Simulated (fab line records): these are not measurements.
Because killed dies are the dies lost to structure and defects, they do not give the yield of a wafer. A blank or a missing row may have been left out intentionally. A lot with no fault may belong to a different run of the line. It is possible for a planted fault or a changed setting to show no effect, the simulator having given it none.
Split-lot trial / flow rit cmos / route with 202 steps; 5 lots, 27 wafers read

SPLIT DETAILS
At RIT_ACTIVE_DEVELOP_10 (develop time 50 s), the setting develop time s was moved away from the recipe's 50 s on 6 of the 27 wafers read, by -29.1% to -20.9%. This setting was run at the recipe's value on the other wafers.

FROM THE SPLIT TO THE READING: what the file shows between them, 3 steps
- RIT_ACTIVE_CD_MEAS_11: target cd 1400 nm
- RIT_ACTIVE_ETCH_13: etches Si3N4 in SF6, stops on SiO2, time 210 s, target depth 210 nm (also split here: target depth a)
- RIT_ACTIVE_STRIP_14: strips in O2, time 180 s

THE READING
cd nm, in nm, at RIT_ACTIVE_CD_MEAS_90 (target cd 1400 nm). Fault-free wafers of this fab line usually give 1400.7 nm, standard deviation 1.5 nm.

wafer=L075.2; tool, chamber at the split=litho track-01, 0; develop time s as run, s=50; against the recipe=recipe; cd nm, nm=1402.1; against lot-mates on the recipe=-
wafer=L075.4; tool, chamber at the split=litho track-01, 0; develop time s as run, s=50; against the recipe=recipe; cd nm, nm=1400.3; against lot-mates on the recipe=-
wafer=L075.6; tool, chamber at the split=litho track-01, 0; develop time s as run, s=50; against the recipe=recipe; cd nm, nm=1403.6; against lot-mates on the recipe=-
wafer=L078.1; tool, chamber at the split=litho track-01, 0; develop time s as run, s=50; against the recipe=recipe; cd nm, nm=1402.9; against lot-mates on the recipe=-
wafer=L078.2; tool, chamber at the split=litho track-01, 0; develop time s as run, s=50; against the recipe=recipe; cd nm, nm=1402.6; against lot-mates on the recipe=-
wafer=L078.3; tool, chamber at the split=litho track-01, 0; develop time s as run, s=50; against the recipe=recipe; cd nm, nm=1401.4; against lot-mates on the recipe=-
wafer=L078.4; tool, chamber at the split=litho track-01, 0; develop time s as run, s=50; against the recipe=recipe; cd nm, nm=1402.4; against lot-mates on the recipe=-
wafer=L078.5; tool, chamber at the split=litho track-01, 0; develop time s as run, s=50; against the recipe=recipe; cd nm, nm=1401.4; against lot-mates on the recipe=-
wafer=L078.6; tool, chamber at the split=litho track-01, 0; develop time s as run, s=50; against the recipe=recipe; cd nm, nm=1401.8; against lot-mates on the recipe=-
wafer=L079.1; tool, chamber at the split=litho track-01, 0; develop time s as run, s=35.44; against the recipe=-29.1%; cd nm, nm=1435.8; against lot-mates on the recipe=+37.6
wafer=L079.2; tool, chamber at the split=litho track-01, 0; develop time s as run, s=35.44; against the recipe=-29.1%; cd nm, nm=1434.3; against lot-mates on the recipe=+36.1
wafer=L079.3; tool, chamber at the split=litho track-01, 0; develop time s as run, s=50; against the recipe=recipe; cd nm, nm=1396.5; against lot-mates on the recipe=-
wafer=L079.4; tool, chamber at the split=litho track-01, 0; develop time s as run, s=50; against the recipe=recipe; cd nm, nm=1399.5; against lot-mates on the recipe=-
wafer=L079.5; tool, chamber at the split=litho track-01, 0; develop time s as run, s=50; against the recipe=recipe; cd nm, nm=1398.5; against lot-mates on the recipe=-
wafer=L079.6; tool, chamber at the split=litho track-01, 0; develop time s as run, s=35.44; against the recipe=-29.1%; cd nm, nm=1433.7; against lot-mates on the recipe=+35.5
wafer=L084.1; tool, chamber at the split=litho track-03, 0; develop time s as run, s=50; against the recipe=recipe; cd nm, nm=1399.0; against lot-mates on the recipe=-
wafer=L084.2; tool, chamber at the split=litho track-03, 0; develop time s as run, s=50; against the recipe=recipe; cd nm, nm=1398.4; against lot-mates on the recipe=-
wafer=L084.3; tool, chamber at the split=litho track-03, 0; develop time s as run, s=50; against the recipe=recipe; cd nm, nm=1400.4; against lot-mates on the recipe=-
wafer=L084.4; tool, chamber at the split=litho track-03, 0; develop time s as run, s=50; against the recipe=recipe; cd nm, nm=1397.8; against lot-mates on the recipe=-
wafer=L084.5; tool, chamber at the split=litho track-03, 0; develop time s as run, s=50; against the recipe=recipe; cd nm, nm=1400.6; against lot-mates on the recipe=-
wafer=L084.6; tool, chamber at the split=litho track-03, 0; develop time s as run, s=50; against the recipe=recipe; cd nm, nm=1400.0; against lot-mates on the recipe=-
wafer=L085.1; tool, chamber at the split=litho track-04, 0; develop time s as run, s=50; against the recipe=recipe; cd nm, nm=1402.8; against lot-mates on the recipe=-
wafer=L085.2; tool, chamber at the split=litho track-04, 0; develop time s as run, s=39.57; against the recipe=-20.9%; cd nm, nm=1424.1; against lot-mates on the recipe=+22.9
wafer=L085.3; tool, chamber at the split=litho track-04, 0; develop time s as run, s=50; against the recipe=recipe; cd nm, nm=1400.5; against lot-mates on the recipe=-
wafer=L085.4; tool, chamber at the split=litho track-04, 0; develop time s as run, s=39.57; against the recipe=-20.9%; cd nm, nm=1424.6; against lot-mates on the recipe=+23.4
wafer=L085.5; tool, chamber at the split=litho track-04, 0; develop time s as run, s=39.57; against the recipe=-20.9%; cd nm, nm=1424.5; against lot-mates on the recipe=+23.3
wafer=L085.6; tool, chamber at the split=litho track-04, 0; develop time s as run, s=50; against the recipe=recipe; cd nm, nm=1400.4; against lot-mates on the recipe=-

THE FIT
A straight line over all 27 wafers: cd nm changes by -1.16 nm for each +1% of develop time s; r = -0.99; the points scatter about the line by 1.7 nm.
The same after taking each lot's own level away (the mean of its wafers on the recipe; 27 wafers): -1.21 nm for each +1%; r = -1.00; scatter 1.3 nm.
On that fit, the largest move of develop time s shifts the reading by 35 nm.
Measured against the standard deviation above, the lots' own levels, which go from 1398.17 to 1402.08 nm, span 2.6 times it.
The two slopes are in agreement: the lot-to-lot level therefore moves the slope only a little.
Check: for one of the wafers moved furthest among these (-29.1%), held out of the fit, the line's prediction against its lot-mates is +34.3 nm. Against them it came out at +37.6 nm.

OTHER SPLITS ON THESE WAFERS
Note: prior to the reading, these wafers also went through further splits. Each is held against what the fit with the lots' levels taken away leaves over:
other split on the same wafers=RIT_ACTIVE_ETCH_13 target depth a; wafers away from the commonest value=9; r with cd nm (lot level and that fit taken away)=+0.05

THE WHOLE CHAIN: every reading that the file lists as answering this split, in the file's order
step=RIT_ACTIVE_CD_MEAS_11; what it does=target cd 1400 nm; reading=cd nm; change (the file's fit)=-1.19 nm for each +1% of the setting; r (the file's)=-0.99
step=RIT_ACTIVE_CD_MEAS_90; what it does=target cd 1400 nm; reading=cd nm; change (the file's fit)=-1.2 nm for each +1% of the setting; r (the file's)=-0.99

THE FILE'S OWN FIT
cd nm changes by -1.2 nm for each +1% of develop time s, r = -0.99.
